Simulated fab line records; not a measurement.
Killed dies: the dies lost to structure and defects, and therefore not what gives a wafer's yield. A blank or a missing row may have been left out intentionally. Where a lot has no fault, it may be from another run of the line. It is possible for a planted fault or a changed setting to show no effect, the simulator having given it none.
Which tool is to blame?    flow berkeley-cmos170    Sampling: 15 lots, 45 wafers, 5 of 331 route steps

## WHAT THE GAUGES READ, wafer by wafer
UCB170_NWELL_THK_MEAS_02.
lot   measured     on             NWELL_OXIDE_THK (nm)
L460  day 1 21:10  film-metro-03  26.4 26.3 26.4
L461  day 2 03:41  film-metro-03  26.2 26.6 26.2
L463  day 2 12:34  film-metro-03  26.9 26.8 26.5
L464  day 2 17:42  film-metro-03  27.0 27.3 27.2
L465  day 2 23:19  film-metro-04  26.6 26.7 26.7
L467  day 3 10:58  film-metro-02  25.6 26.0 25.5
L469  day 3 16:00  film-metro-04  25.4 25.4 25.3
L475  day 5 00:52  film-metro-04  26.1 25.6 26.2
L476  day 5 04:42  film-metro-03  26.4 25.7 26.2
L477  day 5 14:22  film-metro-04  26.4 26.8 25.8
L478  day 5 23:15  film-metro-02  26.3 25.9 25.6
L479  day 5 23:15  film-metro-03  27.1 26.6 26.3
L480  day 6 07:37  film-metro-02  26.2 26.7 26.6
L481  day 6 16:35  film-metro-02  25.9 26.5 26.0
L483  day 6 21:38  film-metro-03  25.4 25.5 25.1

UCB170_NVT_OVL_MEAS_06.
lot   measured      on          NVT_OVL (nm)
L460  day 4 20:08   overlay-01  5 7 3
L461  day 6 02:10   overlay-01  -2 0 1
L463  day 6 02:16   overlay-02  -3 9 -1
L464  day 6 02:26   overlay-01  4 -1 1
L465  day 6 20:47   overlay-02  - - -
L467  day 7 01:33   overlay-01  - - -
L469  day 7 01:25   overlay-02  - - -
L475  day 8 18:08   overlay-02  -3 -8 -8
L476  day 8 19:31   overlay-02  -5 0 -4
L477  day 9 01:17   overlay-01  3 1 6
L478  day 9 15:57   overlay-01  -8 -11 -5
L479  day 9 15:46   overlay-01  -4 -2 -7
L480  day 9 23:50   overlay-01  -3 -8 -5
L481  day 9 22:23   overlay-02  9 0 3
L483  day 10 00:13  overlay-01  -1 -2 -1

UCB170_PVT_TW_MEAS_09.
lot   measured      on             PVT_TW
L460  day 4 21:59   film-metro-01  505 505 505
L461  day 6 03:58   film-metro-03  513 515 512
L463  day 6 04:35   film-metro-01  506 510 507
L464  day 6 04:41   film-metro-03  514 514 514
L465  day 7 01:34   film-metro-01  643 640 639
L467  day 7 04:59   film-metro-03  646 650 650
L469  day 7 04:43   film-metro-01  638 641 641
L475  day 8 20:53   film-metro-03  510 509 511
L476  day 9 01:16   film-metro-04  510 509 507
L477  day 9 06:03   film-metro-04  513 509 510
L478  day 9 18:37   film-metro-01  503 505 504
L479  day 9 17:59   film-metro-01  507 506 505
L480  day 10 02:52  film-metro-04  511 510 509
L481  day 10 02:02  film-metro-01  503 503 501
L483  day 10 03:30  film-metro-04  510 508 505

UCB170_M2_OVL_MEAS_16.
lot   measured      on          M2_OVL (nm)
L460  day 6 20:32   overlay-01  -5 2 -6
L461  day 8 18:25   overlay-02  -8 -3 3
L463  day 8 02:24   overlay-01  3 0 -1
L464  day 8 02:04   overlay-01  -11 -5 -1
L465  day 9 06:19   overlay-01  -8 3 -3
L467  day 9 08:25   overlay-02  2 2 -2
L469  day 9 08:41   overlay-01  8 -8 2
L475  day 10 13:34  overlay-02  8 -2 3
L476  day 10 22:56  overlay-01  -2 0 -1
L477  day 11 07:14  overlay-01  -2 3 0
L478  day 11 14:12  overlay-02  -2 -3 -3
L479  day 11 14:00  overlay-02  -4 0 -8
L480  day 12 01:43  overlay-01  5 7 7
L481  day 12 01:28  overlay-02  10 -3 1
L483  day 11 21:36  overlay-01  -10 -13 1

## EACH LOT AND THE TOOL THAT RAN IT (in order: tool; ch and the chambers of the sampled wafers; start)
lot   UCB170_NVT_COAT_01
L460  litho-track-03 ch 0, day 4 18:56
L461  litho-track-01 ch 0, day 6 01:26
L463  litho-track-04 ch 0, day 6 01:35
L464  litho-track-03 ch 0, day 6 01:36
L465  litho-track-01, day 6 19:58
L467  litho-track-01, day 6 23:49
L469  litho-track-03, day 6 23:40
L475  litho-track-04 ch 0, day 8 08:29
L476  litho-track-01 ch 0, day 8 18:39
L477  litho-track-03 ch 0, day 9 00:11
L478  litho-track-04 ch 0, day 9 15:07
L479  litho-track-01 ch 0, day 9 15:04
L480  litho-track-03 ch 0, day 9 22:29
L481  litho-track-04 ch 0, day 9 21:34
L483  litho-track-01 ch 0, day 9 22:35
- UCB170_NVT_COAT_01: resist thk 900 nm.

## AS READ BY THE TOOLS THEMSELVES (means over the sampled wafers that have a number; for cases with no such wafer, the mark the record gives instead)
UCB170_NVT_COAT_01.
lot   tool            chill-plate-temp-C (C)  dispense-pressure-kPa (kPa)
L460  litho-track-03  22.97                   53
L461  litho-track-01  23.12                   43
L463  litho-track-04  23.10                   55
L464  litho-track-03  23.22                   53
L465  litho-track-01  -                       -
L467  litho-track-01  -                       -
L469  litho-track-03  -                       -
L475  litho-track-04  23.06                   55
L476  litho-track-01  23.00                   43
L477  litho-track-03  23.08                   53
L478  litho-track-04  22.99                   55
L479  litho-track-01  23.01                   43
L480  litho-track-03  23.16                   53
L481  litho-track-04  22.91                   55
L483  litho-track-01  23.16                   43

## THE ANSWER, worked out from the rows above alone
Rule: the usual values come from the lots themselves. Put in order of their means at a reading, lots are off if they are a third of the lots or fewer, leave a main group of 4 or more, and stand apart from it by a gap of 3 or more times the standard deviation of the main group's means; of several such gaps the widest counts. If all means in a main group match to the digits the tables above print for the reading, that group is not used. Also off: a lot with no number at a reading for which 4 or more lots have one. Any other lot the step has rows for is counted as sound. First the gauges in route order, then the tools' own readings, where a lot's mean is used as printed above. The first step at which some lot is off is used, and at that step the reading that is off furthest; a lot without a number counts as furthest.
Off: L465, L467, L469, seen at UCB170_NVT_OVL_MEAS_06 (NVT_OVL). Without a number there: L465, L467, L469. The main group: mean -1 nm, standard deviation 4.1.
A tool fits if, at a process step before that reading, it ran every lot that is off, and no sound lot after the first of them. The gauges at UCB170_NVT_OVL_MEAS_06 aren't tried: what is off there is off at UCB170_PVT_TW_MEAS_09 too, on other tools, and a gauge's error can't cause that. Not one of the candidates tried fits.

## WHAT HAD BEEN PUT IN BY THE SIMULATOR
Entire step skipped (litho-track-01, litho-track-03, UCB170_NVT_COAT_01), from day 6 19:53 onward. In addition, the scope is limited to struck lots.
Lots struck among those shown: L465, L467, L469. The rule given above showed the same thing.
